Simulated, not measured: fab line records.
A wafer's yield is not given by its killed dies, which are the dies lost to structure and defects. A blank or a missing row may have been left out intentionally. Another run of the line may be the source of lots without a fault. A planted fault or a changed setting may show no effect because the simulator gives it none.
Which tool is to blame? | flow berkeley_cmos170 | 15 lots with 45 wafers sampled at 3 steps, on a route of 331 steps

## WHAT THE GAUGES SHOWED, per wafer
UCB170_PLDD_CD_MEAS_06: target cd 1200 nm.
lot  | measured     | on        | cd_nm (nm)
L708 | day 6 09:53  | cd_sem-01 | 1202.5 1202.3 1201.7
L707 | day 6 10:16  | cd_sem-02 | 1200.0 1199.5 1201.1
L710 | day 6 18:05  | cd_sem-01 | 1199.4 1198.4 1198.3
L712 | day 7 07:58  | cd_sem-02 | 1200.2 1199.6 1200.0
L711 | day 7 08:38  | cd_sem-02 | 1199.2 1198.5 1198.6
L713 | day 7 17:04  | cd_sem-02 | 1198.2 1198.5 1198.3
L715 | day 8 09:11  | cd_sem-02 | 1199.3 1199.5 1198.1
L716 | day 8 14:34  | cd_sem-02 | 1196.8 1198.2 1197.9
L719 | day 9 01:38  | cd_sem-01 | 1200.0 1199.3 1201.2
L718 | day 9 01:55  | cd_sem-01 | 1201.6 1200.6 1202.8
L720 | day 9 08:10  | cd_sem-02 | 1201.8 1201.9 1202.1
L722 | day 9 17:02  | cd_sem-02 | 1199.7 1199.5 1199.8
L726 | day 10 20:17 | cd_sem-01 | 1200.0 1200.4 1200.0
L727 | day 10 20:43 | cd_sem-01 | 1201.9 1201.9 1201.1
L728 | day 11 05:47 | cd_sem-01 | 1201.8 1203.9 1203.4

UCB170_NSD_TW_MEAS_10.
lot  | measured     | on            | NSD_TW
L708 | day 6 21:10  | film_metro-01 | 4199 4228 4192
L707 | day 6 21:32  | film_metro-03 | 4206 4185 4181
L710 | day 7 06:41  | film_metro-01 | 4202 4190 4179
L712 | day 7 20:16  | film_metro-01 | 4213 4218 4221
L711 | day 7 19:47  | film_metro-01 | 4210 4226 4216
L713 | day 8 03:33  | film_metro-01 | 4214 4207 4231
L715 | day 8 21:10  | film_metro-02 | 4154 4183 4169
L716 | day 9 03:50  | film_metro-03 | 4165 4161 4146
L719 | day 9 13:01  | film_metro-03 | 4148 4189 4173
L718 | day 9 13:19  | film_metro-03 | 4179 4170 4167
L720 | day 9 19:23  | film_metro-01 | 4190 4221 4218
L722 | day 10 05:08 | film_metro-02 | 4148 4161 4142
L726 | day 11 07:02 | film_metro-01 | 4206 4219 4200
L727 | day 11 07:29 | film_metro-02 | 4157 4180 4138
L728 | day 11 17:19 | film_metro-02 | 4128 4150 4169

## EACH LOT AND THE TOOL THAT RAN IT (in order: tool; ch and the chambers of the sampled wafers; start)
lot  | UCB170_GATE_COAT_06
L708 | litho_track-02 ch 0, day 6 07:27
L707 | litho_track-04 ch 0, day 6 07:31
L710 | litho_track-02 ch 0, day 6 15:32
L712 | litho_track-04 ch 0, day 7 04:42
L711 | litho_track-03 ch 0, day 7 04:45
L713 | litho_track-04 ch 0, day 7 14:10
L715 | litho_track-03 ch 0, day 8 06:25
L716 | litho_track-03 ch 0, day 8 11:59
L719 | litho_track-03 ch 0, day 8 22:31
L718 | litho_track-03 ch 0, day 8 22:58
L720 | litho_track-04 ch 0, day 9 05:43
L722 | litho_track-03 ch 0, day 9 14:21
L726 | litho_track-04 ch 0, day 10 14:50
L727 | litho_track-04 ch 0, day 10 17:04
L728 | litho_track-04 ch 0, day 11 02:33
- UCB170_GATE_COAT_06

## AS READ BY THE TOOLS THEMSELVES (means over the sampled wafers that have a number; for cases with no such wafer, the mark the record gives instead)
UCB170_GATE_COAT_06.
lot  | tool           | spin_speed_rpm (rpm)
L708 | litho_track-02 | 3000.1
L707 | litho_track-04 | 3000.1
L710 | litho_track-02 | 3000.3
L712 | litho_track-04 | 3002.0
L711 | litho_track-03 | 2999.8
L713 | litho_track-04 | 3001.4
L715 | litho_track-03 | 2999.0
L716 | litho_track-03 | 3001.2
L719 | litho_track-03 | 2812.9
L718 | litho_track-03 | 2815.7
L720 | litho_track-04 | 3000.5
L722 | litho_track-03 | 2813.9
L726 | litho_track-04 | 2999.0
L727 | litho_track-04 | 3001.1
L728 | litho_track-04 | 3001.3

## THE ANSWER, worked out from the rows above alone
Rule: what is usual is taken from the lots themselves. The widest of any qualifying gaps counts: lots, ordered by their means at a reading, are off when they make up no more than a third of the lots, leave a main group of 4 or more, and stand apart from it by 3 or more times the standard deviation of that group's means. A main group whose means are all the same, to the digits that the tables above print for the reading, isn't used. Also off: a lot with no number at a reading for which 4 or more lots have one. All remaining lots with rows at the step are treated as sound. First the gauges in route order, then the tools' own readings, where a lot's mean is used as printed above. The first step at which some lot is off is used, and at that step the reading that is off furthest; a lot without a number counts as furthest.
Off at UCB170_GATE_COAT_06 (spin_speed_rpm): L719, L718, L722. For the main group the mean is 3000.5 rpm and the standard deviation 0.91.
If a tool, at that step or one of the process steps before it, ran each lot that is off and ran no sound lot following the first of them, it fits. One candidate fits, namely litho_track-03 at UCB170_GATE_COAT_06. A fault onset in the window from L716 (day 8 11:59, its last sound lot) to L719 (day 8 22:31, its first lot off) fits.
The tool's own readings at UCB170_GATE_COAT_06 bear it out: on the lots that are off they differ by more than 5 times the standard deviation of the sound lots' means. spin_speed_rpm reads 2814.2 rpm there against 3000.5 rpm on the sound lots.

## WHAT THE SIMULATOR PUT IN
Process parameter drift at UCB170_GATE_COAT_06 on litho_track-03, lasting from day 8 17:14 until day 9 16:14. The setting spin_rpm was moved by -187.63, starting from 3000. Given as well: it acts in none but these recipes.
Lots struck among those shown: L719, L718, L722. The same result came from the rule above.
